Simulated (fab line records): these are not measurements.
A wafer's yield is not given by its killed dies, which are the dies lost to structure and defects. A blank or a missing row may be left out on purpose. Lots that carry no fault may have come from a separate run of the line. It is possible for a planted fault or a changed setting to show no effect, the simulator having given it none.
fab line records	flow berkeley-cmos170
[record] lots = 6	wafers = 18	last-day = 12
route steps=331 shown V1@256 M2@271 M3@331
lots with no fault: from the same line, run without faults
start-h: start of the lot's first displayed wafer, in hours after the record's first day	wait-h: hours elapsed since this lot's preceding step	" identical to the entry in the row above	L1.1+2: several wafers, shown together as one row	- no value present, or no start provided	* or withheld: withheld	< > ~ a bound
route shown NAME@n: a module of which the file shows steps, and the number in the route of the first	usual: mean/standard deviation taken from wafers without a fault	same: alike in all rows	chamber/n: place in a boat	sites: the reading at each site	_std_site: standard deviation of those values	_edge_site: outer sites' mean less inner sites'	radius-mm: how far each site lies from the wafer's centre	mask NAME#n: copy n	behind: the most recent tool/chamber to have shaped the wafer	hold: cause of the lot's hold/its duration in hours/its outcome	device: the n, p or np transistor that did not switch	end of line: the same wafers' tests at the end of the route	a step without rows: its recipe alone	killed: the dies lost at the first sort to structure and to defects; this is not the yield of the wafer	map: a wafer's dies, x killed, . not, _ none there
set.NAME: the setting the step ran with; set.NAME@STEP: the setting that earlier step ran with	model.NAME: the simulator's own value behind a step, which no gauge read
a table for each step, a row for each wafer; lots at some steps of the route
services: the hour from which a tool's chamber was out of use, counted from the record's first day as start-h (under 0 if before that day), plus the number of hours and why
[[steps]]
[step UCB170_V1_CMP_02]
[recipe] material = SiO2	down-force-psi = 6	platen-rpm = 60	pad-velocity-m-s = 0.75398
[usual] motor-current-A = 16.8/1.3	slurry-flow-ml-min = 149.9/0.43
lot.wafer	tool	chamber	start-h	wait-h	motor-current-A	slurry-flow-ml-min
L197.2	cmp-01	0	185.94	0.0	15.7	149.7
L197.3	"	1	"	"	15.9	149.6
L197.1	"	3	"	"	16.9	149.9
L200.1	cmp-02	0	198.14	0.1	18.4	150.3
L200.3	"	2	"	"	17.4	149.6
L200.6	"	0	"	"	18.5	150.2
L204.2	cmp-01	0	225.39	0.1	16.0	149.5
L204.1	"	1	"	"	16.2	150.3
L204.6	"	3	"	"	16.7	150.0
L207.4	cmp-01	3	242.75	0.1	16.1	149.8
L207.1	"	0	"	"	16.0	150.2
L207.5	"	2	"	"	14.7	149.9
L212.4	cmp-02	0	268.78	0.1	19.0	150.4
L212.3	"	1	"	"	17.0	150.6
L212.6	"	3	"	"	16.3	149.4
L213.3	cmp-01	3	270.01	0.0	16.9	150.9
L213.4	"	0	"	"	16.4	149.9
L213.5	"	3	"	"	17.6	150.4
[step UCB170_V1_BOW_MEAS_03]
[recipe] mode = bow
[usual] V1_BOW = 19/6.8
lot.wafer	tool	chamber	start-h	wait-h	V1_BOW[um]
L197.1	film-metro-04	-	186.24	0.1	11
L197.2	"	-	"	"	9
L197.3	"	-	"	"	23
L200.1	film-metro-01	-	198.39	0.2	20
L200.3	"	-	"	"	13
L200.6	"	-	"	"	6
L204.1	film-metro-01	-	225.64	0.1	7
L204.2	"	-	"	"	-1
L204.6	"	-	"	"	8
L207.1	film-metro-04	-	242.95	0.1	6
L207.4	"	-	"	"	19
L207.5	"	-	"	"	16
L212.3	film-metro-03	-	269.02	0.1	17
L212.4	"	-	"	"	27
L212.6	"	-	"	"	22
L213.3	film-metro-01	-	270.35	0.3	13
L213.4	"	-	"	"	24
L213.5	"	-	"	"	24
[step UCB170_V1_THK_MEAS_04]
[recipe] reads = SiO2_of_V1_CVD_00
[usual] V1_POLISHED_THK = 1000.2/1.2
lot.wafer	tool	chamber	start-h	wait-h	V1_POLISHED_THK[nm]
L197.1	film-metro-04	-	186.36	0.1	1001.5
L197.2	"	-	"	"	1000.8
L197.3	"	-	"	"	1000.3
L200.1	film-metro-01	-	198.51	0.1	999.0
L200.3	"	-	"	"	1001.1
L200.6	"	-	"	"	999.6
L204.1	film-metro-01	-	225.76	0.1	1000.6
L204.2	"	-	"	"	1000.1
L204.6	"	-	"	"	999.7
L207.1	film-metro-04	-	243.07	0.1	999.6
L207.4	"	-	"	"	999.8
L207.5	"	-	"	"	999.1
L212.3	film-metro-03	-	269.12	0.1	1001.8
L212.4	"	-	"	"	1000.1
L212.6	"	-	"	"	1003.0
L213.3	film-metro-01	-	270.45	0.1	1000.9
L213.4	"	-	"	"	999.7
L213.5	"	-	"	"	999.8
[step UCB170_V1_CLEAN_05]
[recipe] chemistry = DIW
[step UCB170_V1_HMDS_06]
[recipe] prime-time-s = 60	prime-temp-c = 100
[step UCB170_V1_COAT_07]
[recipe] resist = KrF	spin-rpm = 1500	resist-thk-nm = 900
[step UCB170_V1_SOFTBAKE_08]
[recipe] resist = KrF	temp-c = 130	time-s = 60
[step UCB170_V1_EXPOSE_09]
[recipe] mask-id = VIA1	target-cd-nm = 700	na = 0.5	sigma-outer = 0.6	source-shape = conventional	dose-mj = 37
[step UCB170_V1_PEB_10]
[recipe] peb-temp-c = 130	peb-time-s = withheld	resist = KrF
[step UCB170_V1_DEVELOP_11]
[recipe] developer = TMAH	develop-time-s = 45	resist = KrF	dev-temp-c = 21
[step UCB170_V1_CD_MEAS_12]
[recipe] target-cd-nm = 700
[usual] cd-nm = 700.1/1.2
lot.wafer	tool	chamber	start-h	wait-h	cd-nm
L197.1	cd-sem-01	-	188.97	-	700.8
L197.2	"	-	"	"	699.4
L197.3	"	-	"	"	699.4
L200.1	cd-sem-01	-	199.59	-	700.6
L200.3	"	-	"	"	700.8
L200.6	"	-	"	"	699.9
L204.1	cd-sem-01	-	229.54	-	698.4
L204.2	"	-	"	"	698.7
L204.6	"	-	"	"	698.7
L207.1	cd-sem-02	-	244.27	-	701.3
L207.4	"	-	"	"	699.7
L207.5	"	-	"	"	699.0
L212.3	cd-sem-01	-	273.81	-	700.7
L212.4	"	-	"	"	700.4
L212.6	"	-	"	"	700.5
L213.3	cd-sem-02	-	273.99	-	700.0
L213.4	"	-	"	"	701.7
L213.5	"	-	"	"	700.9
[step UCB170_V1_OVL_MEAS_13]
[usual] V1_OVL = -2/5.1
lot.wafer	tool	chamber	start-h	wait-h	V1_OVL[nm]
L197.1	overlay-01	-	189.09	0.1	-8
L197.2	"	-	"	"	-3
L197.3	"	-	"	"	-5
L200.1	overlay-02	-	199.71	0.1	-8
L200.3	"	-	"	"	-2
L200.6	"	-	"	"	-2
L204.1	overlay-01	-	229.67	0.1	4
L204.2	"	-	"	"	-2
L204.6	"	-	"	"	-2
L207.1	overlay-02	-	244.39	0.1	-5
L207.4	"	-	"	"	-9
L207.5	"	-	"	"	-8
L212.3	overlay-02	-	273.90	0.1	-2
L212.4	"	-	"	"	-6
L212.6	"	-	"	"	-2
L213.3	overlay-01	-	274.09	0.1	2
L213.4	"	-	"	"	9
L213.5	"	-	"	"	3
[step UCB170_V1_ETCH_14]
[recipe] chemistry = CHF3/CF4/Ar	target = SiO2	stop-on = Al	CHF3_flow_sccm = 45	cf4-flow-sccm = 15	Ar_flow_sccm = 150	pressure-mtorr = 200	rf-w = 700	target-depth-a = 12500	over-etch-frac = 0.25	time-s = 291
[usual] drypump-motor-current-A = 5.8/0.52	oes-product-au = 0.878/0.01	throttle-valve-pct = 6.92/0.12
lot.wafer	tool	chamber	start-h	wait-h	drypump-motor-current-A	oes-product-au	rf-hours-counter-h	throttle-valve-pct	model.KrF_of_V1_COAT_07.thk-nm	model.Al_of_M1_SPUTTER_00.thk-nm	model.V1.feature-depth-nm
L197.1	rie-diel-03	2	189.13	0.0	6.1	0.879	28	6.98	600.2	593.4	1002
L197.2	"	3	"	"	6.4	0.866	52	6.95	620.3	598.8	1000
L197.3	"	1	"	"	5.2	0.876	9	6.99	612.2	609.7	1000
L200.1	rie-diel-01	0	199.75	0.0	6.2	0.885	113	6.73	610.8	601.1	999.2
L200.3	"	3	"	"	6.0	0.875	83	7.04	614.4	598.6	1000
L200.6	"	0	"	"	6.1	0.879	-	6.75	612.2	598.3	999.1
L204.1	rie-diel-03	2	229.71	0.0	6.1	0.872	30	6.97	440.5	591	1019
L204.2	"	3	"	"	6.3	0.880	54	6.95	457.3	591.4	1017
L204.6	"	1	"	"	5.3	0.875	-	6.99	455	591.3	1017
L207.1	rie-diel-03	3	244.42	0.0	6.4	0.882	55	6.95	461	580.9	1018
L207.4	"	2	"	"	6.0	0.876	30	6.98	435.8	579.9	1019
L207.5	"	3	"	"	6.4	0.876	-	6.96	459.4	582.8	1017
L212.3	rie-diel-01	3	273.92	0.0	6.0	0.872	87	7.03	608.2	604.2	1002
L212.4	"	2	"	"	5.5	0.875	98	6.91	608.2	602.8	1000
L212.6	"	1	"	"	6.1	0.896	-	6.98	607.7	600.7	1003
L213.3	rie-diel-04	1	274.11	0.0	5.0	0.867	38	6.74	614.1	600.5	1000
L213.4	"	2	"	"	5.9	0.894	20	6.77	610	592	999.7
L213.5	"	2	"	"	5.9	0.901	-	6.77	609.6	594.2	1001
[step UCB170_V1_STRIP_15]
[recipe] chemistry = O2	power-w = 400	pressure-mtorr = 3500	platen-temp-c = withheld	o2-flow-sccm = 400	overash-fraction = 0.5
[usual] drypump-motor-current-A = 5.8/0.56	oes-product-au = 0.722/0.0045	strip-time-to-endpoint-s = 15.33/0.12
lot.wafer	tool	chamber	start-h	wait-h	drypump-motor-current-A	oes-product-au	rf-hours-counter-h	strip-time-to-endpoint-s
L197.1	plasma-asher-02	1	189.31	0.1	6.1	0.722	48	15.08
L197.2	"	0	"	"	6.7	0.722	48	15.56
L197.3	"	0	"	"	6.7	0.725	-	15.38
L200.1	plasma-asher-02	1	199.92	0.1	6.1	0.721	49	15.33
L200.3	"	0	"	"	6.7	0.723	-	15.40
L200.6	"	0	"	"	6.7	0.725	-	15.37
L204.1	plasma-asher-04	1	229.89	0.1	5.3	0.699	49	11.31
L204.2	"	0	"	"	5.4	0.718	49	11.70
L204.6	"	0	"	"	5.4	0.716	-	11.63
L207.1	plasma-asher-02	1	244.60	0.1	6.0	0.723	53	11.79
L207.4	"	0	"	"	6.7	0.698	-	11.21
L207.5	"	0	"	"	6.7	0.722	-	11.75
L212.3	plasma-asher-04	1	274.14	0.1	5.3	0.721	-	15.27
L212.4	"	0	"	"	5.4	0.715	-	15.29
L212.6	"	0	"	"	5.4	0.723	-	15.25
L213.3	plasma-asher-01	1	274.32	0.1	5.2	0.727	-	15.41
L213.4	"	0	"	"	5.7	0.729	-	15.31
L213.5	"	0	"	"	5.7	0.717	-	15.31
[step UCB170_V1_CD_MEAS_90]
[recipe] target-cd-nm = 700
[usual] cd-nm = 700.3/1.4
lot.wafer	tool	chamber	start-h	wait-h	cd-nm
L197.1	cd-sem-02	-	189.41	0.1	699.8
L197.2	"	-	"	"	698.7
L197.3	"	-	"	"	698.3
L200.1	cd-sem-01	-	200.02	0.1	700.5
L200.3	"	-	"	"	700.6
L200.6	"	-	"	"	699.5
L204.1	cd-sem-01	-	229.99	0.1	704.7
L204.2	"	-	"	"	704.2
L204.6	"	-	"	"	704.6
L207.1	cd-sem-02	-	244.70	0.1	705.6
L207.4	"	-	"	"	706.0
L207.5	"	-	"	"	704.2
L212.3	cd-sem-02	-	274.24	0.1	700.4
L212.4	"	-	"	"	700.6
L212.6	"	-	"	"	701.3
L213.3	cd-sem-02	-	274.43	0.1	700.8
L213.4	"	-	"	"	702.7
L213.5	"	-	"	"	702.4
[step UCB170_M2_PRE_CLEAN_00]
[recipe] gas = Ar	preclean-etch-time-s = 60
[step UCB170_M3_PROBE_99]
lot.wafer	tool	chamber	start-h	wait-h	model.etest.antenna-m2.vt-shift-v
L197.1	prober-02	-	197.77	0.1	-0.01325
L197.2	prober-02	-	197.82	0.1	-0.01462
L197.3	prober-02	-	197.87	0.2	-0.01191
L200.1	prober-02	-	208.29	0.1	-0.01376
L200.3	prober-02	-	208.39	0.2	-0.01722
L200.6	prober-02	-	208.54	0.2	-0.01529
L204.1	prober-01	-	238.61	0.1	-0.02314
L204.2	prober-01	-	238.66	0.1	-0.02223
L204.6	prober-01	-	238.86	0.2	-0.02604
L207.1	prober-01	-	253.25	0.1	-0.02258
L207.4	prober-01	-	253.40	0.2	-0.02716
L207.5	prober-01	-	253.45	0.2	-0.02289
L212.3	prober-01	-	283.78	0.2	-0.01418
L212.4	prober-01	-	283.83	0.2	-0.01263
L212.6	prober-01	-	283.93	0.2	-0.02003
L213.3	prober-02	-	284.69	0.2	-0.01714
L213.4	prober-02	-	284.74	0.2	-0.01522
L213.5	prober-02	-	284.79	0.2	-0.01209
// killed by level:class
L197.1 GATE:geometric-particle:short=1 GATE:geometric-particle:open=1 SILICIDE:geometric-particle:short=1 CONTACT:geometric-particle:open=1 M2:geometric-particle:short=1 M2:geometric-particle:open=1
L197.2 SPACER:geometric-particle:open=1 V1:geometric-particle:short=1 V1:geometric-particle:open=1
L197.3 M2:geometric-particle:short=2 WELLDRIVE:geometric-particle:open=1 SPACER:geometric-particle:short=1 M2:geometric-particle:open=1
L200.1 START:geometric-particle:open=1 GATE:geometric-particle:short=1
L200.3 SACOX:geometric-particle:short=1 GATE:geometric-particle:open=1 SILICIDE:geometric-particle:open=1 V1:geometric-particle:open=1
L200.6 FIELD:geometric-particle:short=1
L207.1 GATE:geometric-particle:open=1 SPACER:geometric-particle:short=1
L207.4 GATE:geometric-particle:short=1 SILICIDE:geometric-particle:short=1 M2:geometric-particle:open=1
L207.5 START:geometric-particle:open=1
L212.3 START:geometric-particle:open=1
L212.4 START:geometric-particle:short=1 WELLDRIVE:geometric-particle:open=1 SILICIDE:geometric-particle:short=1 M2:geometric-particle:short=1
L212.6 WELLDRIVE:geometric-particle:open=2 GATE:geometric-particle:short=1 M3:geometric-particle:short=1
L213.3 GATE:geometric-particle:open=2 WELLDRIVE:geometric-particle:short=1 WELLDRIVE:geometric-particle:open=1 ACTIVE:geometric-particle:short=1 SPACER:geometric-particle:short=1 V2:geometric-particle:short=1
L213.4 ACTIVE:geometric-particle:open=1
L213.5 M3:geometric-particle:short=1
[[services]]
tool	chamber	start-h	hours	kind
cmp-02	-	164.40	2.1	repair
cmp-01	-	186.90	0.8	repair
rie-diel-03	-	190.23	2.0	repair
cmp-01	-	198.59	0.7	repair
cmp-02	-	200.69	3.8	repair
rie-diel-04	3	204.72	4.5	repair
cmp-01	-	206.85	1.9	repair
cmp-01	-	207.92	1.8	repair
rie-diel-04	0	223.10	10.7	repair
cmp-02	-	232.00	4.0	pm
cmp-02	-	236.00	-	consumable-replace:conditioner
cmp-02	-	236.00	-	consumable-replace:pad
rie-diel-03	-	239.31	0.2	repair
rie-diel-04	-	239.83	15.6	pm
rie-diel-01	-	247.67	0.4	repair
cmp-01	-	248.37	0.3	repair
plasma-asher-04	-	257.70	1.3	repair
rie-diel-03	-	269.70	0.4	repair
cmp-01	-	271.10	2.7	repair
[[key]]
[first-sign] step = UCB170_V1_STRIP_15	reading = strip-time-to-endpoint-s	direction = down	sigmas = 31	usual = *	struck = *
[effect] step = UCB170_V1_CD_MEAS_90	reading = cd-nm	direction = up	sigmas = 3.4	usual = 700.3	struck = 704.9
[model-effect] step = UCB170_V1_ETCH_14	value = KrF_of_V1_COAT_07.thk-nm	without = 611.9	struck = 451.5
[model-effect] step = UCB170_M3_PROBE_99	value = etest.antenna-m2.vt-shift-v	without = -0.01469	struck = -0.02401
met-at UCB170_V1_ETCH_14
struck-wafers L204.1,L204.2,L204.6,L207.1,L207.4,L207.5
sort-left-out L204.1,L204.2,L204.6
onset-between 189.13 229.71
[fault] kind = process-parameter-drift	tool = rie-diel-03	chamber = -	onset-h = 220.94	steps = UCB170_V1_ETCH_14	channel = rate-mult	offset = 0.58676	shape = step	end-h = 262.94
// sort-left-out: the simulated sort isn't trusted on such a fault, so these wafers' sort isn't shown, and their yield isn't known
